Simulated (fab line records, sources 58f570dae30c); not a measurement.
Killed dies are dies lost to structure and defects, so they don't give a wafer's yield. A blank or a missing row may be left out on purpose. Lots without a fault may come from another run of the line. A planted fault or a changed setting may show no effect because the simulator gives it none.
Chamber matching | flow berkeley_cmos170 | UCB170_SPACER_ETCHBACK_03 on rie_diel-04: 4 sister chambers
The step etches SiO2 in CHF3/CF4/Ar, stops on Si, target depth 376 nm, time 100 s. 7 wafers are shown with their chamber, then 7 later ones without.

WAFERS WITH THEIR CHAMBER
wafer  | chamber | throttle_valve_pct (%) | oes_product_au (a.u.)
L694.4 | 3       | 6.48                   | 0.915
L701.3 | 2       | 6.59                   | 0.895
L701.4 | 2       | 6.61                   | 0.919
L700.5 | 1       | 6.29                   | 0.915
L700.6 | 0       | 6.30                   | 0.902
L707.1 | 1       | 6.30                   | 0.881
L707.2 | 0       | 6.31                   | 0.874

WAFERS WITHOUT THEIR CHAMBER
wafer  | throttle_valve_pct (%) | oes_product_au (a.u.)
L707.3 | 6.58                   | 0.882
L711.1 | 6.30                   | 0.881
L711.2 | 6.48                   | 0.917
L711.6 | 6.30                   | 0.903
L713.2 | 6.48                   | 0.917
L713.5 | 6.30                   | 0.867
L713.6 | 6.30                   | 0.888

WHICH CHAMBER EACH WENT THROUGH
wafer  | from the rows above     | in truth
L707.3 | 2                       | 2
L711.1 | can't be placed: 0 or 1 | 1
L711.2 | 3                       | 3
L711.6 | can't be placed: 1 or 0 | 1
L713.2 | 3                       | 3
L713.5 | can't be placed: 0 or 1 | 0
L713.6 | can't be placed: 0 or 1 | 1
Placed correctly: 3 of 7. Can't be placed from these rows: 4 (the true chamber is among the candidates in 4). Placed wrongly: 0.
How it was worked out, from the rows above alone: a wafer's distance from a chamber is the root of the sum, over the readings, of the square of ((its reading less the chamber's mean) divided by the reading's scatter). The wafer belongs to the nearest chamber; if the next one is less than 2 further off, it can't be placed. A chamber's mean is the mean of its shown wafers. The scatter: the root of (the sum of the squares of (reading less its chamber's mean) over the shown wafers, divided by (wafers less chambers)).
